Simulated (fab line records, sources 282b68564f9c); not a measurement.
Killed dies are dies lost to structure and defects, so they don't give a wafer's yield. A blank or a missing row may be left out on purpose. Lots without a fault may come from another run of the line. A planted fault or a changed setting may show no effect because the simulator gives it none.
Which tool did it? | flow rit_cmos | 14 lots, 42 wafers sampled, at 5 steps of a route of 202

WHAT THE GAUGES READ, wafer by wafer
RIT_NRETRO_TW_MEAS_10.
lot  | measured    | on            | NRETRO_TW
L686 | day 2 06:38 | film_metro-01 | 1056 1051 1056
L687 | day 2 10:41 | film_metro-01 | 1053 1049 1055
L688 | day 2 16:22 | film_metro-02 | 1045 1048 1044
L689 | day 2 21:31 | film_metro-04 | 1048 1046 1050
L690 | day 3 04:17 | film_metro-02 | 1048 1049 1045
L692 | day 3 13:05 | film_metro-01 | 1047 1048 1048
L693 | day 3 17:10 | film_metro-01 | 1045 1040 1042
L694 | day 3 23:14 | film_metro-01 | 1049 1051 1047
L700 | day 5 08:14 | film_metro-04 | 1076 1077 1083
L701 | day 5 11:33 | film_metro-04 | 1083 1084 1088
L702 | day 5 16:41 | film_metro-02 | 1045 1048 1047
L703 | day 5 21:53 | film_metro-02 | 1045 1048 1046
L705 | day 6 08:31 | film_metro-02 | 1042 1043 1042
L706 | day 6 12:04 | film_metro-01 | 1055 1055 1052

RIT_M1_THK_MEAS_02: measures by xrf.
lot  | measured    | on            | M1_AL_THK (nm)
L686 | day 3 06:16 | film_metro-02 | 406 410 411
L687 | day 3 12:12 | film_metro-02 | 419 415 419
L688 | day 3 19:11 | film_metro-02 | 408 411 415
L689 | day 3 20:53 | film_metro-02 | 416 414 418
L690 | day 4 04:19 | film_metro-01 | 406 406 401
L692 | day 4 12:21 | film_metro-01 | 407 408 412
L693 | day 4 15:53 | film_metro-01 | 412 410 409
L694 | day 4 22:40 | film_metro-04 | 401 403 406
L700 | day 6 10:44 | film_metro-01 | 411 415 418
L701 | day 6 17:17 | film_metro-01 | 414 408 415
L702 | day 6 17:49 | film_metro-02 | 408 413 412
L703 | day 6 21:47 | film_metro-02 | 414 411 412
L705 | day 7 09:52 | film_metro-01 | 407 411 408
L706 | day 7 15:25 | film_metro-04 | 408 409 405

WHICH TOOL RAN EACH LOT (tool, then ch and the chambers of the sampled wafers, then the start)
lot  | RIT_NWELL_STRIP_09                  | RIT_NRETRO_IMPLANT_08          | RIT_SILICIDE_RTA_04
L686 | plasma_asher-02 ch 0,1, day 1 21:41 | implanter-03 ch 0, day 2 06:19 | rtp_anneal-01 ch 0, day 3 03:11
L687 | plasma_asher-03 ch 1, day 2 01:49   | implanter-02 ch 0, day 2 10:22 | rtp_anneal-02 ch 0, day 3 09:23
L688 | plasma_asher-04 ch 0,1, day 2 07:42 | implanter-01 ch 0, day 2 16:02 | rtp_anneal-01 ch 0, day 3 16:14
L689 | plasma_asher-03 ch 0,1, day 2 12:25 | implanter-01 ch 0, day 2 21:12 | rtp_anneal-02 ch 0, day 3 17:56
L690 | plasma_asher-04 ch 0,1, day 2 19:26 | implanter-03 ch 0, day 3 03:58 | rtp_anneal-01 ch 0, day 4 01:25
L692 | plasma_asher-04 ch 0,1, day 3 04:02 | implanter-01 ch 0, day 3 12:46 | rtp_anneal-01 ch 0, day 4 09:14
L693 | plasma_asher-04 ch 0,1, day 3 07:42 | implanter-02 ch 0, day 3 16:51 | rtp_anneal-01 ch 0, day 4 12:53
L694 | plasma_asher-02 ch 0,1, day 3 14:17 | implanter-02 ch 0, day 3 22:55 | rtp_anneal-01 ch 0, day 4 19:43
L700 | plasma_asher-03 ch 0,1, day 4 21:17 | implanter-01 ch 0, day 5 07:55 | rtp_anneal-02 ch 0, day 6 07:54
L701 | plasma_asher-04 ch 0,1, day 5 01:35 | implanter-01 ch 0, day 5 11:14 | rtp_anneal-02 ch 0, day 6 14:23
L702 | plasma_asher-03 ch 0,1, day 5 07:01 | implanter-03 ch 0, day 5 16:22 | rtp_anneal-02 ch 0, day 6 14:52
L703 | plasma_asher-04 ch 0,1, day 5 12:39 | implanter-03 ch 0, day 5 21:36 | rtp_anneal-01 ch 0, day 6 18:49
L705 | plasma_asher-02 ch 0,1, day 5 23:47 | implanter-03 ch 0, day 6 08:11 | rtp_anneal-02 ch 0, day 7 07:00
L706 | plasma_asher-03 ch 0,1, day 6 02:28 | implanter-02 ch 0, day 6 11:45 | rtp_anneal-02 ch 0, day 7 12:26
- RIT_NWELL_STRIP_09: strips in O2, time 180 s.
- RIT_NRETRO_IMPLANT_08
- RIT_SILICIDE_RTA_04: time 10 s, ramp up 5 s, ramp down 5 s.

WHAT THE TOOLS THEMSELVES READ (means of the sampled wafers that have a number; where no wafer has one, the mark that the record gives instead)
RIT_NWELL_STRIP_09.
lot  | tool            | drypump_motor_current_A (A)
L686 | plasma_asher-02 | 6.0
L687 | plasma_asher-03 | 6.5
L688 | plasma_asher-04 | 5.8
L689 | plasma_asher-03 | 5.7
L690 | plasma_asher-04 | 5.9
L692 | plasma_asher-04 | 5.8
L693 | plasma_asher-04 | 5.9
L694 | plasma_asher-02 | 6.0
L700 | plasma_asher-03 | 6.1
L701 | plasma_asher-04 | 5.8
L702 | plasma_asher-03 | 6.1
L703 | plasma_asher-04 | 5.8
L705 | plasma_asher-02 | 5.7
L706 | plasma_asher-03 | 6.1

RIT_NRETRO_IMPLANT_08.
lot  | tool         | dose_ions_cm2 | faraday_current_uA
L686 | implanter-03 | 1.0018e+13    | 31.6
L687 | implanter-02 | 1.0005e+13    | 31.2
L688 | implanter-01 | 9.9990e+12    | 31.5
L689 | implanter-01 | 1.0009e+13    | 31.5
L690 | implanter-03 | 1.0004e+13    | 31.2
L692 | implanter-01 | 9.9970e+12    | 31.4
L693 | implanter-02 | 1.0001e+13    | 31.6
L694 | implanter-02 | 1.0002e+13    | 32.2
L700 | implanter-01 | 1.0999e+13    | 35.1
L701 | implanter-01 | 1.1010e+13    | 34.9
L702 | implanter-03 | 9.9997e+12    | 31.4
L703 | implanter-03 | 1.0008e+13    | 31.9
L705 | implanter-03 | 1.0005e+13    | 32.2
L706 | implanter-02 | 1.0000e+13    | 32.0

RIT_SILICIDE_RTA_04.
lot  | tool          | wafer_temp_C_max
L686 | rtp_anneal-01 | 654.6
L687 | rtp_anneal-02 | 653.4
L688 | rtp_anneal-01 | 654.9
L689 | rtp_anneal-02 | 654.1
L690 | rtp_anneal-01 | 655.0
L692 | rtp_anneal-01 | 654.4
L693 | rtp_anneal-01 | 655.2
L694 | rtp_anneal-01 | 654.8
L700 | rtp_anneal-02 | 654.3
L701 | rtp_anneal-02 | 653.6
L702 | rtp_anneal-02 | 654.1
L703 | rtp_anneal-01 | 655.3
L705 | rtp_anneal-02 | 653.1
L706 | rtp_anneal-02 | 653.8

THE ANSWER, worked out from the rows above alone
Rule: what is usual is taken from the lots themselves. Put in order of their means at a reading, lots are off if they are a third of the lots or fewer, leave a main group of 4 or more, and stand apart from it by a gap of 3 or more times the standard deviation of the main group's means; of several such gaps the widest counts. A main group whose means are all the same, to the digits that the tables above print for the reading, isn't used. A lot without any number at a reading at which 4 lots or more have one is off too. The other lots that the step has rows for count as sound. The gauges are gone through in route order, then the tools' own readings, and for those a lot's mean is taken as printed above. The first step at which some lot is off is used, and at that step the reading that is off furthest; a lot without a number counts as furthest.
Off: L700, L701, at RIT_NRETRO_TW_MEAS_10 (NRETRO_TW). The main group: mean 1048, standard deviation 3.8.
A tool fits if, at a process step before that reading, it ran every lot that is off, and no sound lot after the first of them. The gauges at RIT_NRETRO_TW_MEAS_10 aren't tried: what is off there is off at RIT_NRETRO_IMPLANT_08 too, on other tools, and a gauge's error can't cause that. One fits: implanter-01 at RIT_NRETRO_IMPLANT_08. Its last sound lot is L692 (day 3 12:46), its first lot that is off L700 (day 5 07:55): a fault that began between those two fits.
The tool's own readings at RIT_NRETRO_IMPLANT_08 bear it out: on the lots that are off they differ by more than 5 times the standard deviation of the sound lots' means. dose_ions_cm2 reads 1.1004e+13 there against 1.0004e+13 on the sound lots; faraday_current_uA reads 35.0 there against 31.6 on the sound lots.

WHAT THE SIMULATOR HAD PUT IN
Process parameter drift: implanter-01, from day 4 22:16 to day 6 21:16, at RIT_NRETRO_IMPLANT_08. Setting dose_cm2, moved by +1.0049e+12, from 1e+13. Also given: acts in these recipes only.
Lots struck among those shown: L700, L701. The rule above found the same.
